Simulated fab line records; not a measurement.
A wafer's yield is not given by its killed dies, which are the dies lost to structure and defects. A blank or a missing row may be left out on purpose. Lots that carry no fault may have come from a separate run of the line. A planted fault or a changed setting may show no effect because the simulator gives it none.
fab line records	flow berkeleyCmos170
[record] lots = 5	wafers = 23
route steps=331 shown M1@245 V1@256 M2@289 V2@302 M3@319
startH: the number of hours between the record's first day and the start of the first shown wafer of the lot	waitH: hours since the lot's step before	" same as the row above	L1.1+2: several wafers, shown together as one row	- no value, or no start given	* or withheld: withheld	< > ~ a bound
route shown NAME@n: a module of which the file shows steps, and the number in the route of the first	usual: mean and standard deviation over wafers with no fault	same: alike in all rows	chamber/n: place in a boat	sites: readings site by site	_std_site: their standard deviation	_edge_site: the outer-site mean with the inner-site mean subtracted	radiusMm: for every site, how far away it sits from the centre of the wafer	mask NAME#n: copy n	behind: tool/chamber where the wafer was last shaped	hold: the reason the lot was held/the length of the hold in hours/how it ended	device: whichever transistor did not switch (one of n, p or np)	end of line: at the end of the route, the tests of the same wafers	step lacking rows: just its recipe	killed: count of dies lost to structure and defects at first sort (not the wafer's yield)	map: a wafer's dies, x killed, . not, _ none there
set.NAME: the setting that was run; set.NAME@STEP: the one run at that earlier step	model.NAME: the simulator's own value behind a step, which no gauge read
one table per step and one row per wafer, for lots whose settings were changed on purpose
[[steps]]
[step UCB170_M1_PEB_07]
[recipe] pebTempC = 130	pebTimeS = withheld	resist = KrF
lot.wafer	tool	chamber	startH	waitH	set.pebTempC
L076.3+5+6	lithoTrack-04	0	165.83	0.3	130
L077.1+2	lithoTrack-04	0	169.09	0.1	130
L077.3+5+6	"	0	"	"	127.7
L078.1+3+4+5+6	lithoTrack-03	0	178.33	0.8	130
L080.1+3+5	lithoTrack-01	0	178.36	0.6	132.4
L080.2+4	"	0	"	"	130
L083.2+3+4+5+6	lithoTrack-01	0	201.09	0.6	130
[step UCB170_M1_DEVELOP_08]
[recipe] developer = TMAH	developTimeS = 45	resist = KrF	devTempC = 21
[step UCB170_M1_CD_MEAS_09]
[recipe] targetCdNm = 700
[usual] cdNm = 700.1/1.9
lot.wafer	tool	chamber	startH	waitH	set.pebTempC@M1_PEB_07	cdNm
L076.3	cdSem-02	-	166.09	-	130	696.0
L076.5	"	-	"	"	130	697.1
L076.6	"	-	"	"	130	699.6
L077.1	cdSem-01	-	169.36	-	130	701.6
L077.2	"	-	"	"	130	699.5
L077.3	"	-	"	"	127.7	717.2
L077.5	"	-	"	"	127.7	714.7
L077.6	"	-	"	"	127.7	715.8
L078.1	cdSem-02	-	178.60	-	130	699.4
L078.3	"	-	"	"	130	700.2
L078.4	"	-	"	"	130	699.1
L078.5	"	-	"	"	130	700.1
L078.6	"	-	"	"	130	701.4
L080.1	cdSem-01	-	178.63	-	132.4	682.7
L080.2	"	-	"	"	130	697.2
L080.3	"	-	"	"	132.4	685.0
L080.4	"	-	"	"	130	696.4
L080.5	"	-	"	"	132.4	683.2
L083.2	cdSem-02	-	201.36	-	130	701.4
L083.3	"	-	"	"	130	701.7
L083.4	"	-	"	"	130	702.4
L083.5	"	-	"	"	130	702.1
L083.6	"	-	"	"	130	702.2
[step UCB170_M1_ETCH_11]
[recipe] chemistry = N2/H2	targetDepthA = withheld	overetchA = withheld	target = BARC	timeS = withheld	sourceW = 500	biasW = 100	pressureMtorr = 30	n2FlowSccm = 100	h2FlowSccm = 200
lot.wafer	tool	chamber	startH	waitH	set.pebTempC@M1_PEB_07	model.M1.cdNm
L076.3	rieDiel-04	3	166.21	0.0	130	696.7
L076.5	"	2	"	"	130	697.5
L076.6	"	1	"	"	130	699.1
L077.1	rieDiel-04	1	169.52	0.0	130	701.4
L077.2	"	2	"	"	130	700.2
L077.3	"	0	"	"	127.7	717.3
L077.5	"	0	"	"	127.7	714.7
L077.6	"	3	"	"	127.7	715.5
L078.1	rieDiel-04	1	178.76	0.0	130	699.4
L078.3	"	2	"	"	130	700.7
L078.4	"	2	"	"	130	699.6
L078.5	"	1	"	"	130	700
L078.6	"	3	"	"	130	701.5
L080.1	rieDiel-02	1	178.79	0.0	132.4	682.8
L080.2	"	0	"	"	130	697.5
L080.3	"	3	"	"	132.4	684.5
L080.4	"	3	"	"	130	695.8
L080.5	"	1	"	"	132.4	683.5
L083.2+5	rieDiel-04	0,3	201.50	0.0	130	701.3
L083.3	"	1	"	"	130	701.9
L083.4	"	3	"	"	130	701.6
L083.6	"	0	"	"	130	702.8
[step UCB170_M1_METAL_ETCH_12]
[recipe] chemistry = Cl2/BCl3	target = Al	stopOn = PSG	pressureMtorr = 12	targetDepthA = 7800	overEtchFrac = 0.3	timeS = 130	icpW = 600	biasW = 120	Cl2_flow_sccm = 90	bcl3FlowSccm = 45
[usual] oesProductAu = 0.858/0.01
lot.wafer	tool	chamber	startH	waitH	set.timeS	set.pebTempC@M1_PEB_07	oesProductAu	model.KrF_of_M1_COAT_04.thkNm	model.M1.cdNm
L076.3	rieMetal-01	1	166.30	-	130	130	0.881	443.4	694.5
L076.5	"	0	"	"	130	130	0.872	451.6	701.2
L076.6	"	1	"	"	130	130	0.869	448.1	696.9
L077.1	rieMetal-03	1	169.56	-	122.6	130	0.890	470	701.7
L077.2	"	0	"	"	122.6	130	0.872	487.8	705
L077.3	"	1	"	"	130	127.7	0.867	457.1	716.5
L077.5	"	0	"	"	130	127.7	0.839	457.8	718
L077.6	"	1	"	"	122.6	127.7	0.894	476.4	715.9
L078.1	rieMetal-01	0	178.80	-	130	130	0.849	423.3	704.4
L078.3	"	1	"	"	130	130	0.862	436.4	703.2
L078.4	"	0	"	"	130	130	0.848	423	704.8
L078.5	"	1	"	"	130	130	0.860	417.1	700.8
L078.6	"	0	"	"	130	130	0.848	437.4	706
L080.1	rieMetal-03	1	178.83	-	116	132.4	0.912	494.3	684
L080.2	"	0	"	"	116	130	0.916	506.1	704.7
L080.3	"	0	"	"	130	132.4	0.849	459.3	687.6
L080.4	"	1	"	"	116	130	0.934	495.2	697.5
L080.5	"	0	"	"	130	132.4	0.841	456.8	685.2
L083.2	rieMetal-03	0	201.54	-	117.8	130	0.907	495	706
L083.3	"	0	"	"	130	130	0.858	459.7	703.8
L083.4	"	1	"	"	130	130	0.872	463.3	699.5
L083.5	"	0	"	"	130	130	0.854	455.2	702.5
L083.6	"	1	"	"	117.8	130	0.923	505.9	706.2
[step UCB170_M1_STRIP_13]
[recipe] chemistry = O2	powerW = 400	pressureMtorr = 3500	platenTempC = withheld	o2FlowSccm = 400	overashFraction = 0.5
[step UCB170_M1_CD_MEAS_90]
[recipe] targetCdNm = 700
[usual] cdNm = 701/3.2
lot.wafer	tool	chamber	startH	waitH	set.pebTempC@M1_PEB_07	cdNm
L076.3	cdSem-02	-	166.52	0.1	130	694
L076.5	"	-	"	"	130	701
L076.6	"	-	"	"	130	697
L077.1	cdSem-02	-	169.80	0.1	130	702
L077.2	"	-	"	"	130	705
L077.3	"	-	"	"	127.7	717
L077.5	"	-	"	"	127.7	718
L077.6	"	-	"	"	127.7	716
L078.1	cdSem-01	-	179.03	0.1	130	704
L078.3	"	-	"	"	130	703
L078.4	"	-	"	"	130	705
L078.5	"	-	"	"	130	701
L078.6	"	-	"	"	130	706
L080.1	cdSem-02	-	179.12	0.1	132.4	684
L080.2	"	-	"	"	130	705
L080.3	"	-	"	"	132.4	687
L080.4	"	-	"	"	130	698
L080.5	"	-	"	"	132.4	685
L083.2	cdSem-02	-	201.79	0.1	130	706
L083.3	"	-	"	"	130	704
L083.4	"	-	"	"	130	699
L083.5	"	-	"	"	130	702
L083.6	"	-	"	"	130	706
[step UCB170_V1_CMP_02]
[recipe] material = SiO2	downForcePsi = 6	platenRpm = 60	padVelocityMS = 0.75398
lot.wafer	tool	chamber	startH	waitH	set.leaveAboveRefNm	model.SiO2_of_V1_CVD_00.thkNm
L076.3	cmp-02	0	171.21	0.0	1000	997.6
L076.5	"	0	"	"	1000	999
L076.6	"	1	"	"	1000	1001
L077.1	cmp-01	0	173.90	0.1	962.6	960.8
L077.2	"	1	"	"	1000	1000
L077.3	"	2	"	"	1000	997.9
L077.6	"	0	"	"	962.6	961.6
L077.5	"	1	"	"	1000	1001
L080.2	cmp-02	3	184.51	0.1	1000	1000
L080.4	"	0	"	"	1032	1031
L080.3	"	1	"	"	1000	1003
L080.1	"	2	"	"	1032	1032
L080.5	"	3	"	"	1032	1033
L078.1	cmp-01	1	184.53	0.1	928.2	929
L078.4	"	2	"	"	1000	997.4
L078.3	"	3	"	"	928.2	927.8
L078.5	"	0	"	"	928.2	926.5
L078.6	"	1	"	"	1000	1001
L083.3	cmp-01	0	204.33	0.3	946	946
L083.2	"	1	"	"	1000	1003
L083.4	"	2	"	"	946	944.8
L083.6	"	0	"	"	1000	1000
L083.5	"	1	"	"	1000	1001
[step UCB170_V1_THK_MEAS_04]
[recipe] reads = SiO2_of_V1_CVD_00
[usual] V1_POLISHED_THK = 999.7/1.4
lot.wafer	tool	chamber	startH	waitH	set.leaveAboveRefNm@V1_CMP_02	V1_POLISHED_THK[nm]
L076.3	filmMetro-03	-	171.65	0.1	1000	997.8
L076.5	"	-	"	"	1000	997.8
L076.6	"	-	"	"	1000	1001.0
L077.1	filmMetro-04	-	174.32	0.1	962.6	961.7
L077.2	"	-	"	"	1000	1000.8
L077.3	"	-	"	"	1000	997.2
L077.5	"	-	"	"	1000	1000.8
L077.6	"	-	"	"	962.6	961.1
L078.1	filmMetro-01	-	184.90	0.1	928.2	929.0
L078.3	"	-	"	"	928.2	928.2
L078.4	"	-	"	"	1000	997.3
L078.5	"	-	"	"	928.2	926.2
L078.6	"	-	"	"	1000	1001.7
L080.1	filmMetro-04	-	184.93	0.1	1032	1032.3
L080.2	"	-	"	"	1000	1000.8
L080.3	"	-	"	"	1000	1002.6
L080.4	"	-	"	"	1032	1030.9
L080.5	"	-	"	"	1032	1032.4
L083.2	filmMetro-03	-	204.76	0.1	1000	1003.1
L083.3	"	-	"	"	946	946.2
L083.4	"	-	"	"	946	944.7
L083.5	"	-	"	"	1000	1000.6
L083.6	"	-	"	"	1000	1000.6
[step UCB170_V1_CLEAN_05]
[recipe] chemistry = DIW
[step UCB170_V1_HMDS_06]
[recipe] primeTimeS = 60	primeTempC = 100
[step UCB170_V1_ETCH_14]
[recipe] chemistry = CHF3/CF4/Ar	target = SiO2	stopOn = Al	CHF3_flow_sccm = 45	cf4FlowSccm = 15	Ar_flow_sccm = 150	pressureMtorr = 200	rfW = 700	targetDepthA = 12500	overEtchFrac = 0.25	timeS = 291
[usual] oesProductAu = 0.870/0.01
lot.wafer	tool	chamber	startH	waitH	set.leaveAboveRefNm@V1_CMP_02	oesProductAu	model.etch.depthNm	model.V1.featureDepthNm
L076.3	rieDiel-03	2	173.77	0.0	1000	0.880	997.6	997.6
L076.5	"	3	"	"	1000	0.878	999	999
L076.6	"	2	"	"	1000	0.879	1001	1001
L077.1	rieDiel-03	0	177.86	0.0	962.6	0.848	960.8	961.7
L077.2	"	2	"	"	1000	0.879	1000	1000
L077.3	"	1	"	"	1000	0.869	997.9	997.9
L077.5	"	2	"	"	1000	0.875	1001	1001
L077.6	"	3	"	"	962.6	0.860	961.6	961.6
L078.1	rieDiel-01	3	186.64	0.0	928.2	0.852	929	929.4
L078.3	"	0	"	"	928.2	0.837	927.8	928
L078.4	"	1	"	"	1000	0.875	997.4	997.6
L078.5	"	0	"	"	928.2	0.835	926.5	926.7
L078.6	"	1	"	"	1000	0.873	1001	1001
L080.1	rieDiel-03	0	186.88	0.0	1032	0.881	1032	1033
L080.2	"	2	"	"	1000	0.879	1000	1000
L080.3	"	1	"	"	1000	0.874	1003	1003
L080.4	"	0	"	"	1032	0.875	1031	1032
L080.5	"	2	"	"	1032	0.899	1033	1033
L083.2	rieDiel-03	0	206.29	0.0	1000	0.866	1003	1004
L083.3	"	2	"	"	946	0.849	946	946
L083.4	"	1	"	"	946	0.840	944.8	944.8
L083.5	"	2	"	"	1000	0.872	1001	1001
L083.6	"	3	"	"	1000	0.888	1000	1000
[step UCB170_M2_METAL_ETCH_18]
[recipe] chemistry = Cl2/BCl3	target = Al	stopOn = SiO2	pressureMtorr = 12	targetDepthA = 11700	overEtchFrac = 0.3	timeS = 195	icpW = 600	biasW = 120	Cl2_flow_sccm = 90	bcl3FlowSccm = 45
lot.wafer	tool	chamber	startH	waitH	set.biasW	model.KrF_of_M2_COAT_10.thkNm
L076.3	rieMetal-04	0	179.69	-	120	217.2
L076.5	"	1	"	"	120	215.1
L076.6	"	0	"	"	120	217.3
L077.1	rieMetal-02	0	181.28	-	120	201.4
L077.2	"	1	"	"	120	204.3
L077.3	"	1	"	"	120	201.5
L077.5	"	0	"	"	120	207.3
L077.6	"	1	"	"	120	200.3
L078.1	rieMetal-04	1	189.21	-	120	197.2
L078.3	"	1	"	"	106.3	231.9
L078.4	"	0	"	"	106.3	241.2
L078.5	"	0	"	"	106.3	239.3
L078.6	"	1	"	"	120	211.2
L080.1	rieMetal-02	1	189.83	-	120	207.8
L080.2	"	0	"	"	120	204.1
L080.3	"	0	"	"	120	205.5
L080.4	"	1	"	"	120	213.5
L080.5	"	1	"	"	120	207
L083.2	rieMetal-04	0	209.90	-	120	234
L083.3	"	0	"	"	133.7	209.5
L083.4	"	1	"	"	120	220.3
L083.5	"	0	"	"	120	232.6
L083.6	"	1	"	"	133.7	191.8
[step UCB170_M2_STRIP_19]
[recipe] chemistry = O2	powerW = 400	pressureMtorr = 3500	platenTempC = withheld	o2FlowSccm = 400	overashFraction = 0.5
[usual] oesProductAu = 0.549/0.011
lot.wafer	tool	chamber	startH	waitH	set.biasW@M2_METAL_ETCH_18	oesProductAu
L076.3	plasmaAsher-01	1	179.84	0.1	120	0.553
L076.5	"	1	"	"	120	0.539
L076.6	"	0	"	"	120	0.543
L077.1	plasmaAsher-01	1	181.47	0.1	120	0.536
L077.2	"	0	"	"	120	0.534
L077.3	"	0	"	"	120	0.528
L077.5	"	1	"	"	120	0.537
L077.6	"	0	"	"	120	0.530
L078.1	plasmaAsher-02	1	189.40	0.1	120	0.525
L078.3	"	0	"	"	106.3	0.571
L078.4	"	1	"	"	106.3	0.571
L078.5	"	1	"	"	106.3	0.575
L078.6	"	0	"	"	120	0.550
L080.1	plasmaAsher-03	1	190.02	0.1	120	0.538
L080.2	"	0	"	"	120	0.538
L080.3	"	1	"	"	120	0.533
L080.4	"	0	"	"	120	0.542
L080.5	"	1	"	"	120	0.535
L083.2	plasmaAsher-03	0	210.09	0.1	120	0.568
L083.3	"	0	"	"	133.7	0.542
L083.4	"	1	"	"	120	0.555
L083.5	"	1	"	"	120	0.569
L083.6	"	0	"	"	133.7	0.523
[step UCB170_V2_PEB_10]
[recipe] pebTempC = 130	pebTimeS = withheld	resist = KrF
lot.wafer	tool	chamber	startH	waitH	set.pebTempC
L076.3+5+6	lithoTrack-03	0	181.74	0.1	130
L077.1+3+5	lithoTrack-01	0	183.29	0.1	131.6
L077.2+6	"	0	"	"	130
L078.1+3+6	lithoTrack-02	0	191.05	0.1	130
L078.4+5	"	0	"	"	133.7
L080.1+2+3	lithoTrack-02	0	191.90	0.1	126.2
L080.4+5	"	0	"	"	130
L083.2+3+6	lithoTrack-03	0	211.86	0.1	126.8
L083.4+5	"	0	"	"	130
[step UCB170_V2_DEVELOP_11]
[recipe] developer = TMAH	developTimeS = 45	resist = KrF	devTempC = 21
[step UCB170_V2_CD_MEAS_12]
[recipe] targetCdNm = 700
[usual] cdNm = 700.9/1.4
lot.wafer	tool	chamber	startH	waitH	set.pebTempC@V2_PEB_10	cdNm
L076.3	cdSem-02	-	182.01	-	130	698.3
L076.5	"	-	"	"	130	698.8
L076.6	"	-	"	"	130	698.6
L077.1	cdSem-01	-	183.56	-	131.6	708.6
L077.2	"	-	"	"	130	701.0
L077.3	"	-	"	"	131.6	709.6
L077.5	"	-	"	"	131.6	708.0
L077.6	"	-	"	"	130	699.2
L078.1	cdSem-01	-	191.33	-	130	700.9
L078.3	"	-	"	"	130	699.5
L078.4	"	-	"	"	133.7	720.7
L078.5	"	-	"	"	133.7	721.6
L078.6	"	-	"	"	130	699.3
L080.1	cdSem-02	-	192.17	-	126.2	672.0
L080.2	"	-	"	"	126.2	670.3
L080.3	"	-	"	"	126.2	670.8
L080.4	"	-	"	"	130	700.1
L080.5	"	-	"	"	130	701.3
L083.2	cdSem-01	-	212.13	-	126.8	678.4
L083.3	"	-	"	"	126.8	677.6
L083.4	"	-	"	"	130	700.5
L083.5	"	-	"	"	130	700.0
L083.6	"	-	"	"	126.8	677.7
[step UCB170_V2_ETCH_14]
[recipe] chemistry = CHF3/CF4/Ar	target = SiO2	stopOn = Al	CHF3_flow_sccm = 45	cf4FlowSccm = 15	Ar_flow_sccm = 150	pressureMtorr = 200	rfW = 700	targetDepthA = 12500	overEtchFrac = 0.25	timeS = 291
[usual] oesProductAu = 0.874/0.0086
lot.wafer	tool	chamber	startH	waitH	set.timeS	set.pebTempC@V2_PEB_10	oesProductAu	model.KrF_of_V2_COAT_07.thkNm	model.V2.cdNm
L076.3	rieDiel-03	1	182.12	0.0	291	130	0.873	621.9	696.7
L076.5	"	2	"	"	291	130	0.871	606.1	698.3
L076.6	"	1	"	"	291	130	0.874	619.2	696.3
L077.1	rieDiel-02	0	183.72	0.0	291	131.6	0.868	610.7	708.1
L077.2	"	2	"	"	291	130	0.874	614.5	701.8
L077.3	"	3	"	"	291	131.6	0.871	617	709.1
L077.5	"	0	"	"	291	131.6	0.868	605.9	708
L077.6	"	3	"	"	291	130	0.866	616	699
L078.1	rieDiel-02	3	191.49	0.0	291	130	0.873	616.2	700.9
L078.3	"	2	"	"	291	130	0.868	611.1	700.3
L078.4	"	0	"	"	275.9	133.7	0.898	622.1	720.3
L078.5	"	1	"	"	275.9	133.7	0.894	624.8	720.4
L078.6	"	2	"	"	275.9	130	0.899	626.2	699.8
L080.1	rieDiel-01	0	192.33	0.0	291	126.2	0.860	600.7	672.5
L080.2	"	2	"	"	291	126.2	0.880	608.4	670.5
L080.3	"	1	"	"	273.9	126.2	0.911	623.2	670.1
L080.4	"	3	"	"	273.9	130	0.924	619.4	699.7
L080.5	"	0	"	"	291	130	0.871	598.8	702
L083.2	rieDiel-03	3	212.26	0.0	263	126.8	0.941	643	676
L083.3	"	0	"	"	291	126.8	0.864	610.4	679.2
L083.4	"	2	"	"	263	130	0.937	634.5	698.2
L083.5	"	1	"	"	291	130	0.870	618.3	697.5
L083.6	"	2	"	"	263	126.8	0.929	634.4	676.2
[step UCB170_V2_STRIP_15]
[recipe] chemistry = O2	powerW = 400	pressureMtorr = 3500	platenTempC = withheld	o2FlowSccm = 400	overashFraction = 0.5
[usual] stripTimeToEndpointS = 15.34/0.15
lot.wafer	tool	chamber	startH	waitH	set.timeS@V2_ETCH_14	stripTimeToEndpointS
L076.3	plasmaAsher-03	0	182.34	0.1	291	15.57
L076.5	"	0	"	"	291	15.22
L076.6	"	1	"	"	291	15.53
L077.1	plasmaAsher-03	0	183.90	0.1	291	15.31
L077.2	"	1	"	"	291	15.43
L077.3	"	0	"	"	291	15.47
L077.5	"	0	"	"	291	15.21
L077.6	"	1	"	"	291	15.46
L078.1	plasmaAsher-02	1	191.66	0.1	291	15.47
L078.3	"	0	"	"	291	15.34
L078.4	"	1	"	"	275.9	15.60
L078.5	"	1	"	"	275.9	15.65
L078.6	"	0	"	"	275.9	15.68
L080.1	plasmaAsher-03	1	192.51	0.1	291	15.08
L080.2	"	0	"	"	291	15.27
L080.3	"	1	"	"	273.9	15.63
L080.4	"	0	"	"	273.9	15.53
L080.5	"	1	"	"	291	15.06
L083.2	plasmaAsher-04	1	212.44	0.1	263	16.03
L083.3	"	0	"	"	291	15.33
L083.4	"	1	"	"	263	15.88
L083.5	"	0	"	"	291	15.50
L083.6	"	1	"	"	263	15.89
[step UCB170_V2_CD_MEAS_90]
[recipe] targetCdNm = 700
[usual] cdNm = 700.5/1.8
lot.wafer	tool	chamber	startH	waitH	set.pebTempC@V2_PEB_10	cdNm
L076.3	cdSem-01	-	182.44	0.1	130	696.5
L076.5	"	-	"	"	130	698.3
L076.6	"	-	"	"	130	695.7
L077.1	cdSem-01	-	184.00	0.1	131.6	708.3
L077.2	"	-	"	"	130	701.6
L077.3	"	-	"	"	131.6	709.3
L077.5	"	-	"	"	131.6	707.9
L077.6	"	-	"	"	130	698.8
L078.1	cdSem-01	-	191.76	0.1	130	700.9
L078.3	"	-	"	"	130	700.2
L078.4	"	-	"	"	133.7	720.1
L078.5	"	-	"	"	133.7	720.2
L078.6	"	-	"	"	130	699.8
L080.1	cdSem-01	-	192.61	0.1	126.2	672.6
L080.2	"	-	"	"	126.2	670.5
L080.3	"	-	"	"	126.2	669.9
L080.4	"	-	"	"	130	700.0
L080.5	"	-	"	"	130	701.7
L083.2	cdSem-02	-	212.56	0.1	126.8	676.1
L083.3	"	-	"	"	126.8	679.6
L083.4	"	-	"	"	130	698.2
L083.5	"	-	"	"	130	697.3
L083.6	"	-	"	"	126.8	676.1
[step UCB170_M3_COAT_10]
[recipe] resist = KrF	spinRpm = 1500	resistThkNm = 900
lot.wafer	tool	chamber	startH	waitH	set.resistThkNm	model.KrF_of_M3_COAT_10.thkNm
L076.3	lithoTrack-04	0	-	-	900	902.2
L076.5	"	0	"	"	900	902.8
L076.6	"	0	"	"	900	902
L077.1	lithoTrack-01	0	-	-	900	899.4
L077.2	"	0	"	"	900	900.6
L077.3+6	"	0	"	"	900	900.7
L077.5	"	0	"	"	900	902
L078.1	lithoTrack-03	0	-	-	928.7	931.6
L078.3	"	0	"	"	900	900.2
L078.4	"	0	"	"	928.7	931.4
L078.5	"	0	"	"	900	902.7
L078.6	"	0	"	"	900	904.5
L080.1	lithoTrack-01	0	-	-	926.8	927.5
L080.2	"	0	"	"	900	903.6
L080.3	"	0	"	"	900	903.8
L080.4	"	0	"	"	900	902.7
L080.5	"	0	"	"	926.8	933
L083.2	lithoTrack-04	0	-	-	950.7	949.8
L083.3	"	0	"	"	900	898.7
L083.4	"	0	"	"	950.7	948.5
L083.5	"	0	"	"	950.7	950.3
L083.6	"	0	"	"	900	899.4
[[key]]
[split] step = UCB170_M1_PEB_07	setting = pebTempC	stated = 130	by = wafer
[response] step = UCB170_M1_CD_MEAS_09	reading = cdNm	change = -7.87	per = 1%	r = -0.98
[response] step = UCB170_M1_ETCH_11	reading = model.M1.cdNm	change = -7.75	per = 1%	r = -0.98
[response] step = UCB170_M1_METAL_ETCH_12	reading = model.M1.cdNm	change = -8.02	per = 1%	r = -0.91
[response] step = UCB170_M1_CD_MEAS_90	reading = cdNm	change = -8.1	per = 1%	r = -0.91
[split] step = UCB170_M1_METAL_ETCH_12	setting = timeS	stated = 130	by = wafer
[response] step = UCB170_M1_METAL_ETCH_12	reading = oesProductAu	change = -0.00635	per = 1%	r = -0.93
[response] step = UCB170_M1_METAL_ETCH_12	reading = model.KrF_of_M1_COAT_04.thkNm	change = -3.97	per = 1%	r = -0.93
[split] step = UCB170_V1_CMP_02	setting = leaveAboveRefNm	stated = 1000	by = wafer
[response] step = UCB170_V1_CMP_02	reading = model.SiO2_of_V1_CVD_00.thkNm	change = +10.1	per = 1%	r = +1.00
[response] step = UCB170_V1_THK_MEAS_04	reading = V1_POLISHED_THK	change = +10.1	per = 1%	r = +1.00
[response] step = UCB170_V1_ETCH_14	reading = oesProductAu	change = +0.00483	per = 1%	r = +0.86
[response] step = UCB170_V1_ETCH_14	reading = model.etch.depthNm	change = +10.1	per = 1%	r = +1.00
[response] step = UCB170_V1_ETCH_14	reading = model.V1.featureDepthNm	change = +10.1	per = 1%	r = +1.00
[split] step = UCB170_M2_METAL_ETCH_18	setting = biasW	stated = 120	by = wafer
[response] step = UCB170_M2_METAL_ETCH_18	reading = model.KrF_of_M2_COAT_10.thkNm	change = -2.7	per = 1%	r = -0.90
[response] step = UCB170_M2_STRIP_19	reading = oesProductAu	change = -0.00291	per = 1%	r = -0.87
[split] step = UCB170_V2_PEB_10	setting = pebTempC	stated = 130	by = wafer
[response] step = UCB170_V2_CD_MEAS_12	reading = cdNm	change = +8.78	per = 1%	r = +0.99
[response] step = UCB170_V2_ETCH_14	reading = model.V2.cdNm	change = +8.47	per = 1%	r = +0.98
[response] step = UCB170_V2_CD_MEAS_90	reading = cdNm	change = +8.44	per = 1%	r = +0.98
[split] step = UCB170_V2_ETCH_14	setting = timeS	stated = 291	by = wafer
[response] step = UCB170_V2_ETCH_14	reading = oesProductAu	change = -0.00699	per = 1%	r = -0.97
[response] step = UCB170_V2_ETCH_14	reading = model.KrF_of_V2_COAT_07.thkNm	change = -2.51	per = 1%	r = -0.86
[response] step = UCB170_V2_STRIP_15	reading = stripTimeToEndpointS	change = *	per = 1%	r = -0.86
[split] step = UCB170_M3_COAT_10	setting = resistThkNm	stated = 900	by = wafer
[response] step = UCB170_M3_COAT_10	reading = model.KrF_of_M3_COAT_10.thkNm	change = +9	per = 1%	r = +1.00
